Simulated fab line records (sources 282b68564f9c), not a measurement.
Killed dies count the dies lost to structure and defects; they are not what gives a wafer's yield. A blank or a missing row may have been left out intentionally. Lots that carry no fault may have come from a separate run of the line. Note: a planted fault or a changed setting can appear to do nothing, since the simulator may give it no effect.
Comparing a struck lot with a sound one + flow rit-cmos + 22 out of 202 route steps
Sound: these wafers, L208.2, L208.3, L208.4. The struck wafers were L221.1, L221.2, L221.3. The cause is given at the end.
Order at every step that has rows: each side's tool, ch and its chambers, its first start. Under that, the readings that differ: sound wafers + struck wafers + difference of the means + sigmas: that difference in standard deviations of wafers without a fault.
alike: readings with means less than 2 such deviations apart, plus words and numbers identical on both sides. not compared: withheld readings, readings lacking a value on some wafer, bounds such as >300 that could conceal the same value, and numbers that have no deviation in the record and whose values overlap.
The two part at a step that has a row with sigmas, a row that says differs or no value, or rows on one side only. Numbers that don't overlap but have no deviation are shown without sigmas and don't part them. A reading missing from all wafers of one side parts the sides only when that side holds two or more wafers.

first, 2 steps without rows for these wafers: RIT_NSD_HARDBAKE_07 (time 60 s); RIT_NSD_IMPLANT_08.
RIT_NSD_STRIP_09: strips in O2, time 180 s.
  sound on plasma-asher-02 ch 0,1, day 5 06:45; struck on plasma-asher-04 ch 0,1, day 8 02:26
  alike: drypump-motor-current-A
  not compared: rf-hours-counter-h
RIT_NSD_TW_MEAS_10:
  struck on film-metro-03, day 8 02:36; sound on film-metro-01, day 5 06:56
  alike: NSD_TW
then, 6 steps without rows for these wafers: RIT_PSD_HMDS_00 (prime time 60 s); RIT_PSD_COAT_01 (resist thk 1000 nm); RIT_PSD_SOFTBAKE_02 (time 60 s); RIT_PSD_EXPOSE_03 (exposes mask M10, target cd 40900 nm); RIT_PSD_PEB_04; RIT_PSD_DEVELOP_05 (develop time 50 s).
RIT_PSD_OVL_MEAS_06:
  struck on overlay-02, day 8 03:38; sound on overlay-02, day 5 07:50
  alike: PSD_OVL
then, 1 step without rows for these wafers: RIT_PSD_HARDBAKE_07 (time 60 s).
RIT_PSD_IMPLANT_08:
  sound on implanter-02 ch 0, day 5 08:03; struck on implanter-02 ch 0, day 8 03:52
| reading                          | sound                      | struck                       | difference | sigmas |
|----------------------------------|----------------------------|------------------------------|------------|--------|
| beam-on-s (s)                    | 10.9 11.2 11.0             | 16.0 15.0 15.7               | +4.5       | +3     |
| end-station-pressure-torr (Torr) | 1.42e-05 1.65e-05 1.76e-05 | 0.0001022 0.0001032 0.000105 | +0.0000874 | +62    |
  alike: beam-energy-keV
RIT_PSD_STRIP_09: strips in O2, time 180 s.
  sound on plasma-asher-04 ch 0,1, day 5 08:10; struck on plasma-asher-02 ch 0,1, day 8 04:01
  alike: drypump-motor-current-A
  not compared: rf-hours-counter-h
RIT_PSD_TW_MEAS_10:
  struck on film-metro-01, day 8 04:12; sound on film-metro-03, day 5 08:22
  alike: PSD_TW
then, 3 steps without rows for these wafers: RIT_SDANNEAL_CLEAN_00 (cleans in SC1, time 600 s); RIT_SDANNEAL_CLEAN_01 (cleans in dHF, time 30 s); RIT_SDANNEAL_CLEAN_02 (cleans in SC2, time 600 s).
RIT_SDANNEAL_RTA_03: time 5 s.
  sound on rtp-anneal-02 ch 0, day 5 08:47; struck on rtp-anneal-01 ch 0, day 8 04:38
  alike: ramp-up-c-per-s, wafer_temp_C_max
RIT_SDANNEAL_RS_MEAS_04: uses a four-point probe to measure.
  struck on film-metro-01, day 8 04:42; sound on film-metro-02, day 5 08:51
| reading         | sound             | struck            | difference | sigmas |
|-----------------|-------------------|-------------------|------------|--------|
| PSD_RS (ohm/sq) | 115.4 115.9 115.6 | 112.5 112.5 112.7 | -3.1       | -10    |
RIT_SDANNEAL_RS_MEAS_05: uses a four-point probe to measure.
  struck on film-metro-01, day 8 04:49; sound on film-metro-02, day 5 08:58
  alike: NSD_RS
RIT_M1_PROBE_99:
  sound wafers here have rows in the record (prober-01, day 5 16:34); struck ones have none

WHERE THEY PART
First at RIT_PSD_IMPLANT_08; last, within this record, at RIT_M1_PROBE_99.

WHY: whatever the simulator had introduced
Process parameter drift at RIT_PSD_IMPLANT_08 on implanter-02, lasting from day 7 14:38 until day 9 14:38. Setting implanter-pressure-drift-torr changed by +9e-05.
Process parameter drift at RIT_PSD_IMPLANT_08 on implanter-02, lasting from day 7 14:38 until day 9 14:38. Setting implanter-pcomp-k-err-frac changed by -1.
